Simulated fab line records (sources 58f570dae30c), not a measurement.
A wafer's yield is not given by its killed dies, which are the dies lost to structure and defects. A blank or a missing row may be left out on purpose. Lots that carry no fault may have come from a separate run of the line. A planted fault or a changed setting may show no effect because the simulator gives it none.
fab line records	flow berkeleyCmos170	part 1 of 2: steps 1 to 25 of 35
record: lots: 5	wafers: 15	lastDay: 11
route steps=331 shown NSD@196 BACKSIDE@199 SDANNEAL@204 PSD@206 PLDD@208 NLDD@209 SILICIDE@210 CONTACT@216
lots untouched by any fault: they come from a run of this same line in which no faults occurred
startH: hours from the record's first day to the start of the lot's first wafer shown	waitH: how many hours have passed since the lot's step before this one	" as in the row above	L1.1+2: several wafers, shown together as one row	- either no value or no given start	* or withheld: withheld	< > ~ a bound
route shown NAME@n: a module of which the file shows steps, and the number in the route of the first	usual: the fault-free wafers' mean and standard deviation	same: alike in all rows	chamber/n: place in a boat	sites: per-site readings	_std_site: their standard deviation	_edge_site: the outer-site mean with the inner-site mean subtracted	radiusMm: for every site, how far away it sits from the centre of the wafer	mask NAME#n: copy n	behind: the last tool/chamber to shape the wafer	hold: cause of the lot's hold/its duration in hours/its outcome	device: the n, p or np transistor that did not switch	end of line: tests of these same wafers at the route's end	a step given without rows: its recipe and nothing more	killed: count of dies lost to structure and defects at first sort (not the wafer's yield)	map: shows each die of a wafer: x if killed, . if not, _ if none is there
set.NAME: the setting as run; set.NAME@STEP: as run at that earlier step	model.NAME: the simulator's own value behind a step, which no gauge read
a table for each step, a row for each wafer; lots at some steps of the route
services: when a tool's chamber went out of use (startH, in hours from the record's first day, below 0 if earlier), for how many hours, and the reason
== steps ==
step: UCB170_NSD_STRIP_09
recipe: chemistry: O2	powerW: 400	pressureMtorr: 3500	platenTempC: withheld	o2FlowSccm: 400	overashFraction: 0.5
usual: chamberPressureMTorr: 3500/3	drypumpMotorCurrentA: 5.6/0.43	oesProductAu: 0.533/0.0046	stripTimeToEndpointS: 35.80/0.061
lot.wafer	tool	chamber	startH	waitH	chamberPressureMTorr	drypumpMotorCurrentA	oesProductAu	rfHoursCounterH	stripTimeToEndpointS
L076.1	plasmaAsher-03	0	144.90	0.1	3498	6.0	0.537	40	35.88
L076.2	"	1	"	"	3495	5.1	0.540	40	35.85
L076.4	"	0	"	"	3502	6.0	0.527	-	35.92
L086.3	plasmaAsher-02	0	194.67	0.1	3501	5.3	0.530	-	35.73
L086.4	"	1	"	"	3502	5.3	0.529	-	35.83
L086.6	"	1	"	"	3500	5.4	0.532	-	35.82
L090.1	plasmaAsher-02	0	218.99	0.1	3502	5.3	0.527	43	35.74
L090.2	"	1	"	"	3503	5.4	0.539	43	35.77
L090.4	"	1	"	"	3500	5.3	0.531	-	35.76
L094.1	plasmaAsher-03	1	239.05	0.1	3498	5.1	0.534	51	35.76
L094.3	"	0	"	"	3503	6.0	0.533	-	35.73
L094.5	"	1	"	"	3504	5.1	0.539	-	35.78
L095.1	plasmaAsher-02	0	239.44	0.1	3503	5.3	0.534	45	35.85
L095.2	"	1	"	"	3501	5.4	0.532	45	35.82
L095.5	"	0	"	"	3496	5.3	0.533	-	35.82
step: UCB170_NSD_TW_MEAS_10
usual: NSD_TW: 4162/32
lot.wafer	tool	chamber	startH	waitH	NSD_TW
L076.1	filmMetro-03	-	145.00	0.1	4128
L076.2	"	-	"	"	4116
L076.4	"	-	"	"	4109
L086.3	filmMetro-03	-	194.76	0.1	4140
L086.4	"	-	"	"	4124
L086.6	"	-	"	"	4111
L090.1	filmMetro-02	-	219.09	0.1	4193
L090.2	"	-	"	"	4225
L090.4	"	-	"	"	4208
L094.1	filmMetro-03	-	239.15	0.1	4104
L094.3	"	-	"	"	4114
L094.5	"	-	"	"	4139
L095.1	filmMetro-01	-	239.54	0.1	4174
L095.2	"	-	"	"	4166
L095.5	"	-	"	"	4188
step: UCB170_NSD_CLEAN_11
recipe: chemistry: SPM	tempC: 120	timeS: 600
lot.wafer	tool	chamber	startH	waitH
L076.1+2+4	wetBench-01	1	145.06	0.1
L086.3+4+6	wetBench-04	1	194.80	0.0
L090.1+2+4	wetBench-02	2	219.15	0.1
L094.1+3+5	wetBench-01	0	239.21	0.1
L095.1+2+5	wetBench-02	2	239.60	0.1
step: UCB170_BACKSIDE_HMDS_00
recipe: primeTimeS: 60	primeTempC: 100
usual: exhaustPa: 45.1/0.87
lot.wafer	tool	chamber	startH	waitH	exhaustPa
L076.1	lithoTrack-03	0	145.24	0.0	45.5
L076.2	"	0	"	"	45.8
L076.4	"	0	"	"	45.2
L086.3	lithoTrack-02	0	195.38	0.4	45.0
L086.4	"	0	"	"	45.2
L086.6	"	0	"	"	43.5
L090.1	lithoTrack-02	0	219.34	0.0	46.1
L090.2	"	0	"	"	46.9
L090.4	"	0	"	"	45.9
L094.1	lithoTrack-03	0	239.42	0.0	45.6
L094.3	"	0	"	"	45.4
L094.5	"	0	"	"	44.5
L095.1	lithoTrack-02	0	239.78	0.0	44.9
L095.2	"	0	"	"	45.2
L095.5	"	0	"	"	45.3
step: UCB170_BACKSIDE_COAT_01
recipe: resist: KrF	spinRpm: 1500	resistThkNm: 900
usual: exhaustPa: 45.0/0.94
lot.wafer	tool	chamber	startH	waitH	exhaustPa
L076.1	lithoTrack-03	0	145.39	0.1	44.1
L076.2	"	0	"	"	46.4
L076.4	"	0	"	"	44.4
L086.3	lithoTrack-02	0	195.53	0.1	46.0
L086.4	"	0	"	"	44.5
L086.6	"	0	"	"	45.1
L090.1	lithoTrack-02	0	219.49	0.1	44.6
L090.2	"	0	"	"	45.5
L090.4	"	0	"	"	46.6
L094.1	lithoTrack-03	0	239.57	0.1	45.8
L094.3	"	0	"	"	44.8
L094.5	"	0	"	"	45.9
L095.1	lithoTrack-02	0	239.93	0.1	47.1
L095.2	"	0	"	"	46.5
L095.5	"	0	"	"	45.5
step: UCB170_BACKSIDE_SOFTBAKE_02
recipe: resist: KrF	tempC: 130	timeS: 60
usual: exhaustPa: 44.8/0.86
lot.wafer	tool	chamber	startH	waitH	exhaustPa
L076.1	lithoTrack-03	0	145.54	0.1	43.1
L076.2	"	0	"	"	44.8
L076.4	"	0	"	"	44.6
L086.3	lithoTrack-02	0	195.68	0.1	45.7
L086.4	"	0	"	"	45.0
L086.6	"	0	"	"	46.1
L090.1	lithoTrack-02	0	219.64	0.1	45.0
L090.2	"	0	"	"	45.0
L090.4	"	0	"	"	45.1
L094.1	lithoTrack-03	0	239.72	0.1	44.9
L094.3	"	0	"	"	45.2
L094.5	"	0	"	"	45.1
L095.1	lithoTrack-02	0	240.08	0.1	46.1
L095.2	"	0	"	"	46.0
L095.5	"	0	"	"	45.4
step: UCB170_BACKSIDE_STRIP_03
recipe: chemistry: O2	powerW: 408.7	pressureMtorr: 3500	platenTempC: withheld	o2FlowSccm: 400	overashFraction: 0.5
usual: chamberPressureMTorr: 3500.2/2.8	drypumpMotorCurrentA: 5.7/0.54	oesProductAu: 0.742/0.0046	stripTimeToEndpointS: 21.60/0.057
lot.wafer	tool	chamber	startH	waitH	chamberPressureMTorr	drypumpMotorCurrentA	oesProductAu	rfHoursCounterH	stripTimeToEndpointS
L076.1	plasmaAsher-03	0	145.69	0.1	3496.9	6.0	0.740	40	21.54
L076.2	"	1	"	"	3503.1	5.1	0.736	40	21.55
L076.4	"	0	"	"	3502.3	6.0	0.743	-	21.60
L086.3	plasmaAsher-01	0	195.82	0.1	3504.1	5.9	0.736	-	21.63
L086.4	"	1	"	"	3500.8	4.8	0.754	-	21.60
L086.6	"	0	"	"	3500.5	5.9	0.738	-	21.56
L090.1	plasmaAsher-03	0	219.79	0.1	3506.7	6.0	0.749	49	21.57
L090.2	"	1	"	"	3499.4	5.1	0.745	49	21.55
L090.4	"	0	"	"	3500.1	6.0	0.747	-	21.53
L094.1	plasmaAsher-04	0	239.87	0.1	3500.6	6.3	0.745	59	21.71
L094.3	"	0	"	"	3499.5	6.3	0.743	-	21.75
L094.5	"	0	"	"	3500.9	6.3	0.736	-	21.71
L095.1	plasmaAsher-03	0	240.23	0.1	3501.6	6.0	0.740	51	21.62
L095.2	"	1	"	"	3495.5	5.1	0.747	51	21.55
L095.5	"	0	"	"	3502.5	6.0	0.746	-	21.60
step: UCB170_BACKSIDE_CLEAN_04
recipe: chemistry: SPM	tempC: 120	timeS: 600
lot.wafer	tool	chamber	startH	waitH
L076.1+2+4	wetBench-01	1	145.79	0.1
L086.3+4+6	wetBench-03	2	195.88	0.0
L090.1+2+4	wetBench-02	3	220.01	0.2
L094.1+3+5	wetBench-02	1	239.97	0.1
L095.1+2+5	wetBench-01	0	240.33	0.1
step: UCB170_SDANNEAL_RTA_00
recipe: tempC: 900	timeS: 10	ambient: N2
usual: chamberO2Ppm: 2.000/0.024	lampPowerPct: 23.2/0.77	wafer_temp_C_max: 905.2/0.93
lot.wafer	tool	chamber	startH	waitH	chamberO2Ppm	lampPowerPct	wafer_temp_C_max
L076.1	rtpAnneal-01	0	145.96	0.0	2.001	22.4	906.1
L076.2	"	0	"	"	1.998	22.4	904.4
L076.4	"	0	"	"	1.998	22.5	904.2
L086.3	rtpAnneal-01	0	196.12	0.0	1.994	22.4	904.3
L086.4	"	0	"	"	2.004	22.4	905.9
L086.6	"	0	"	"	2.015	22.5	905.5
L090.1	rtpAnneal-01	0	220.22	0.0	1.990	22.5	905.9
L090.2	"	0	"	"	1.999	22.5	904.0
L090.4	"	0	"	"	1.994	22.5	904.8
L094.1	rtpAnneal-01	0	240.14	0.0	1.985	22.5	905.4
L094.3	"	0	"	"	2.000	22.4	906.4
L094.5	"	0	"	"	2.005	22.5	905.3
L095.1	rtpAnneal-02	0	240.52	0.0	1.981	24.0	906.0
L095.2	"	0	"	"	2.006	24.0	907.3
L095.5	"	0	"	"	1.991	24.0	904.1
step: UCB170_SDANNEAL_RTA_01
recipe: tempC: 1050	timeS: 5	ambient: N2
usual: chamberO2Ppm: 2.002/0.021	lampPowerPct: 35.8/1.2	wafer_temp_C_max: 1056.3/1.2
lot.wafer	tool	chamber	startH	waitH	chamberO2Ppm	lampPowerPct	wafer_temp_C_max
L076.1	rtpAnneal-01	0	146.03	0.1	2.012	34.7	1057.4
L076.2	"	0	"	"	1.982	34.7	1055.1
L076.4	"	0	"	"	2.003	34.6	1055.1
L086.3	rtpAnneal-01	0	196.18	0.1	2.015	34.7	1055.6
L086.4	"	0	"	"	1.994	34.7	1056.2
L086.6	"	0	"	"	1.987	34.7	1055.3
L090.1	rtpAnneal-01	0	220.28	0.1	2.032	34.7	1054.7
L090.2	"	0	"	"	2.056	34.6	1056.5
L090.4	"	0	"	"	2.054	34.7	1055.6
L094.1	rtpAnneal-01	0	240.21	0.1	2.001	34.7	1059.3
L094.3	"	0	"	"	2.012	34.6	1055.7
L094.5	"	0	"	"	1.994	34.7	1057.1
L095.1	rtpAnneal-02	0	240.58	0.1	2.009	37.0	1057.4
L095.2	"	0	"	"	1.961	37.0	1059.3
L095.5	"	0	"	"	1.981	37.1	1057.7
step: UCB170_SDANNEAL_RS_MEAS_02
recipe: thkMeasGauge: four-point-probe
usual: PSD_RS: 75.8/0.37
lot.wafer	tool	chamber	startH	waitH	PSD_RS[ohm/sq]
L076.1	filmMetro-02	-	146.09	0.0	75.2
L076.2	"	-	"	"	75.3
L076.4	"	-	"	"	75.1
L086.3	filmMetro-02	-	196.26	0.1	75.4
L086.4	"	-	"	"	75.7
L086.6	"	-	"	"	75.7
L090.1	filmMetro-02	-	220.34	0.0	76.0
L090.2	"	-	"	"	76.2
L090.4	"	-	"	"	75.8
L094.1	filmMetro-03	-	240.27	0.0	76.0
L094.3	"	-	"	"	76.3
L094.5	"	-	"	"	76.3
L095.1	filmMetro-01	-	240.64	0.0	75.2
L095.2	"	-	"	"	75.8
L095.5	"	-	"	"	76.0
step: UCB170_SDANNEAL_RS_MEAS_03
recipe: thkMeasGauge: four-point-probe
usual: NSD_RS: 37.28/0.12
lot.wafer	tool	chamber	startH	waitH	NSD_RS[ohm/sq]
L076.1	filmMetro-02	-	146.21	0.1	37.07
L076.2	"	-	"	"	37.03
L076.4	"	-	"	"	37.02
L086.3	filmMetro-02	-	196.38	0.1	37.12
L086.4	"	-	"	"	37.07
L086.6	"	-	"	"	37.10
L090.1	filmMetro-02	-	220.46	0.1	37.11
L090.2	"	-	"	"	37.05
L090.4	"	-	"	"	37.22
L094.1	filmMetro-03	-	240.39	0.1	37.46
L094.3	"	-	"	"	37.43
L094.5	"	-	"	"	37.42
L095.1	filmMetro-01	-	240.76	0.1	37.12
L095.2	"	-	"	"	37.10
L095.5	"	-	"	"	37.11
step: UCB170_SDANNEAL_RS_MEAS_04
recipe: thkMeasGauge: four-point-probe
usual: PLDD_RS: 1031.3/2.9
lot.wafer	tool	chamber	startH	waitH	PLDD_RS[ohm/sq]
L076.1	filmMetro-02	-	146.33	0.1	1029.5
L076.2	"	-	"	"	1027.6
L076.4	"	-	"	"	1031.6
L086.3	filmMetro-02	-	196.50	0.1	1030.5
L086.4	"	-	"	"	1030.0
L086.6	"	-	"	"	1031.1
L090.1	filmMetro-02	-	220.58	0.1	1031.0
L090.2	"	-	"	"	1028.7
L090.4	"	-	"	"	1030.6
L094.1	filmMetro-03	-	240.51	0.1	1031.5
L094.3	"	-	"	"	1030.8
L094.5	"	-	"	"	1034.7
L095.1	filmMetro-01	-	240.88	0.1	1030.4
L095.2	"	-	"	"	1030.6
L095.5	"	-	"	"	1029.4
step: UCB170_SDANNEAL_RS_MEAS_05
recipe: thkMeasGauge: four-point-probe
usual: NLDD_RS: 616.0/1.6
lot.wafer	tool	chamber	startH	waitH	NLDD_RS[ohm/sq]
L076.1	filmMetro-02	-	146.45	0.1	612.9
L076.2	"	-	"	"	614.1
L076.4	"	-	"	"	614.2
L086.3	filmMetro-02	-	196.62	0.1	615.1
L086.4	"	-	"	"	616.1
L086.6	"	-	"	"	613.9
L090.1	filmMetro-02	-	220.70	0.1	615.0
L090.2	"	-	"	"	615.0
L090.4	"	-	"	"	613.0
L094.1	filmMetro-03	-	240.63	0.1	617.5
L094.3	"	-	"	"	619.6
L094.5	"	-	"	"	616.7
L095.1	filmMetro-01	-	241.00	0.1	618.1
L095.2	"	-	"	"	617.7
L095.5	"	-	"	"	615.3
step: UCB170_SILICIDE_PRE_CLEAN_00
recipe: gas: Ar	precleanEtchTimeS: 60
lot.wafer	tool	chamber	startH	waitH
L076.1+2+4	pvdSputter-03	-	146.57	0.1
L086.3+4+6	pvdSputter-03	-	196.70	0.1
L090.1+2+4	pvdSputter-03	-	220.82	0.1
L094.1+3+5	pvdSputter-02	-	240.75	0.1
L095.1+2+5	pvdSputter-03	-	241.12	0.1
step: UCB170_SILICIDE_SPUTTER_01
recipe: material: Ti	targetThkNm: 30	timeS: 25	powerW: 1460	chamberPressurePa: 0.5
usual: cathodeDcPowerW: 1460.0/0.29	throttleValvePct: 29.7/1.4
lot.wafer	tool	chamber	startH	waitH	cathodeDcPowerW	throttleValvePct
L076.1	pvdSputter-03	-	146.63	0.0	1459.8	28.9
L076.2	"	-	"	"	1460.0	28.0
L076.4	"	-	"	"	1459.8	30.7
L086.3	pvdSputter-03	-	196.76	0.0	1459.8	29.1
L086.4	"	-	"	"	1460.4	30.7
L086.6	"	-	"	"	1460.1	30.7
L090.1	pvdSputter-03	-	220.89	0.0	1459.9	30.9
L090.2	"	-	"	"	1459.9	30.4
L090.4	"	-	"	"	1460.2	27.8
L094.1	pvdSputter-02	-	240.81	0.0	1459.9	30.3
L094.3	"	-	"	"	1460.3	31.1
L094.5	"	-	"	"	1459.9	32.4
L095.1	pvdSputter-03	-	241.19	0.0	1459.8	30.5
L095.2	"	-	"	"	1460.2	30.9
L095.5	"	-	"	"	1460.0	27.9
step: UCB170_SILICIDE_RS_MEAS_02
recipe: thkMeasGauge: four-point-probe	reads: Ti_of_SILICIDE_SPUTTER_01
usual: SILICIDE_TI_RS: 27.14/0.28
lot.wafer	tool	chamber	startH	waitH	SILICIDE_TI_RS[ohm/sq]
L076.1	filmMetro-04	-	146.67	0.0	27.34
L076.2	"	-	"	"	27.34
L076.4	"	-	"	"	27.51
L086.3	filmMetro-04	-	196.87	0.1	27.31
L086.4	"	-	"	"	27.32
L086.6	"	-	"	"	27.31
L090.1	filmMetro-04	-	220.92	0.0	27.01
L090.2	"	-	"	"	27.24
L090.4	"	-	"	"	27.16
L094.1	filmMetro-04	-	240.84	0.0	27.08
L094.3	"	-	"	"	27.18
L094.5	"	-	"	"	27.10
L095.1	filmMetro-04	-	241.22	0.0	26.59
L095.2	"	-	"	"	26.37
L095.5	"	-	"	"	26.54
step: UCB170_SILICIDE_THK_MEAS_03
recipe: thkMeasGauge: xrf	reads: Ti_of_SILICIDE_SPUTTER_01
usual: SILICIDE_TI_THK: 28.9/0.35
lot.wafer	tool	chamber	startH	waitH	SILICIDE_TI_THK[nm]
L076.1	filmMetro-04	-	146.79	0.1	28.7
L076.2	"	-	"	"	28.7
L076.4	"	-	"	"	28.6
L086.3	filmMetro-04	-	196.97	0.1	28.7
L086.4	"	-	"	"	28.9
L086.6	"	-	"	"	28.9
L090.1	filmMetro-04	-	221.04	0.1	29.1
L090.2	"	-	"	"	28.9
L090.4	"	-	"	"	29.1
L094.1	filmMetro-04	-	240.96	0.1	29.1
L094.3	"	-	"	"	28.9
L094.5	"	-	"	"	29.0
L095.1	filmMetro-04	-	241.34	0.1	29.5
L095.2	"	-	"	"	29.9
L095.5	"	-	"	"	29.5
step: UCB170_SILICIDE_RTA_04
recipe: tempC: 650	timeS: 15	ambient: N2
usual: chamberO2Ppm: 2.005/0.022	lampPowerPct: 10.0/0.33	wafer_temp_C_max: 653.8/0.73
lot.wafer	tool	chamber	startH	waitH	chamberO2Ppm	lampPowerPct	wafer_temp_C_max
L076.1	rtpAnneal-01	0	146.85	0.1	1.984	9.6	653.4
L076.2	"	0	"	"	2.009	9.6	653.1
L076.4	"	0	"	"	2.013	9.6	654.4
L086.3	rtpAnneal-02	0	197.04	0.1	2.012	10.3	653.2
L086.4	"	0	"	"	2.001	10.3	654.4
L086.6	"	0	"	"	2.029	10.3	653.0
L090.1	rtpAnneal-01	0	221.10	0.1	2.052	9.6	653.5
L090.2	"	0	"	"	2.031	9.6	653.5
L090.4	"	0	"	"	2.056	9.6	654.0
L094.1	rtpAnneal-01	0	241.02	0.1	1.994	9.6	652.3
L094.3	"	0	"	"	1.991	9.6	653.7
L094.5	"	0	"	"	2.029	9.6	653.1
L095.1	rtpAnneal-02	0	241.40	0.1	2.010	10.3	653.4
L095.2	"	0	"	"	1.984	10.3	653.3
L095.5	"	0	"	"	2.059	10.3	653.3
step: UCB170_SILICIDE_WET_ETCH_05
recipe: chemistry: SPM	timeS: 45	tempC: 120	target: Ti
lot.wafer	tool	chamber	startH	waitH
L076.1+2+4	wetBench-01	3	146.92	0.1
L086.3+4+6	wetBench-03	1	197.09	0.0
L090.1+2+4	wetBench-01	3	221.17	0.1
L094.1+3+5	wetBench-01	2	241.10	0.1
L095.1+2+5	wetBench-01	0	241.48	0.1
step: UCB170_CONTACT_CLEAN_00
recipe: chemistry: SPM	tempC: 120	timeS: 600
lot.wafer	tool	chamber	startH	waitH
L076.1+2+4	wetBench-01	1	146.94	0.0
L086.3+4+6	wetBench-03	0	197.11	0.0
L090.1+2+4	wetBench-03	2	221.19	0.0
L094.1+3+5	wetBench-01	3	241.12	0.0
L095.1+2+5	wetBench-01	3	241.50	0.0
step: UCB170_CONTACT_CVD_01
recipe: material: PSG	targetThkNm: 700	tempC: 450	precursor: SiH4/O2/PH3	timeS: 2820	pressureMtorr: 300	sih4FlowSccm: 60	o2FlowSccm: 90	ph3FlowSccm: 25
usual: sih4FlowSccm: 59.96/0.18
lot.wafer	tool	chamber	startH	waitH	sih4FlowSccm
L076.1	lpcvd-01	0	147.12	0.0	59.86
L076.2	"	0	"	"	59.91
L076.4	"	0	"	"	60.22
L086.3	lpcvd-02	1	197.30	0.0	59.82
L086.4	"	1	"	"	60.06
L086.6	"	1	"	"	59.92
L090.1	lpcvd-02	1	222.41	1.0	60.20
L090.2	"	1	"	"	60.20
L090.4	"	1	"	"	60.07
L094.1	lpcvd-01	1	241.31	0.0	60.11
L094.3	"	1	"	"	60.08
L094.5	"	1	"	"	60.08
L095.1	lpcvd-02	1	242.97	1.3	59.91
L095.2	"	1	"	"	60.08
L095.5	"	1	"	"	59.87
step: UCB170_CONTACT_THK_MEAS_02
recipe: reads: PSG_of_CONTACT_CVD_01
usual: CONTACT_PSG_THK: 700/7.9
lot.wafer	tool	chamber	startH	waitH	CONTACT_PSG_THK[nm]
L076.1	filmMetro-03	-	148.90	0.0	709
L076.2	"	-	"	"	701
L076.4	"	-	"	"	699
L086.3	filmMetro-02	-	199.11	0.0	697
L086.4	"	-	"	"	702
L086.6	"	-	"	"	706
L090.1	filmMetro-02	-	224.19	0.0	710
L090.2	"	-	"	"	710
L090.4	"	-	"	"	710
L094.1	filmMetro-03	-	243.09	0.0	692
L094.3	"	-	"	"	699
L094.5	"	-	"	"	691
L095.1	filmMetro-03	-	244.75	0.0	693
L095.2	"	-	"	"	691
L095.5	"	-	"	"	683
step: UCB170_CONTACT_HMDS_03
recipe: primeTimeS: 60	primeTempC: 100
usual: exhaustPa: 45.1/0.91
lot.wafer	tool	chamber	startH	waitH	exhaustPa
L076.1	lithoTrack-04	0	149.20	0.3	45.8
L076.2	"	0	"	"	44.2
L076.4	"	0	"	"	44.9
L086.3	lithoTrack-03	0	199.20	0.1	44.1
L086.4	"	0	"	"	45.0
L086.6	"	0	"	"	45.5
L090.1	lithoTrack-03	0	224.25	0.1	45.8
L090.2	"	0	"	"	45.8
L090.4	"	0	"	"	44.8
L094.1	lithoTrack-01	0	243.65	0.5	45.8
L094.3	"	0	"	"	44.3
L094.5	"	0	"	"	45.1
L095.1	lithoTrack-01	0	244.82	0.1	45.1
L095.2	"	0	"	"	44.9
L095.5	"	0	"	"	44.1
step: UCB170_CONTACT_COAT_04
recipe: resist: KrF	spinRpm: 1500	resistThkNm: 900
usual: exhaustPa: 45.1/0.88
lot.wafer	tool	chamber	startH	waitH	exhaustPa
L076.1	lithoTrack-04	0	149.35	0.1	44.9
L076.2	"	0	"	"	45.2
L076.4	"	0	"	"	44.1
L086.3	lithoTrack-03	0	199.35	0.1	43.8
L086.4	"	0	"	"	45.4
L086.6	"	0	"	"	46.5
L090.1	lithoTrack-03	0	224.40	0.1	45.9
L090.2	"	0	"	"	46.3
L090.4	"	0	"	"	45.5
L094.1	lithoTrack-01	0	243.80	0.1	44.5
L094.3	"	0	"	"	44.6
L094.5	"	0	"	"	44.9
L095.1	lithoTrack-01	0	244.97	0.1	45.7
L095.2	"	0	"	"	45.5
L095.5	"	0	"	"	43.6
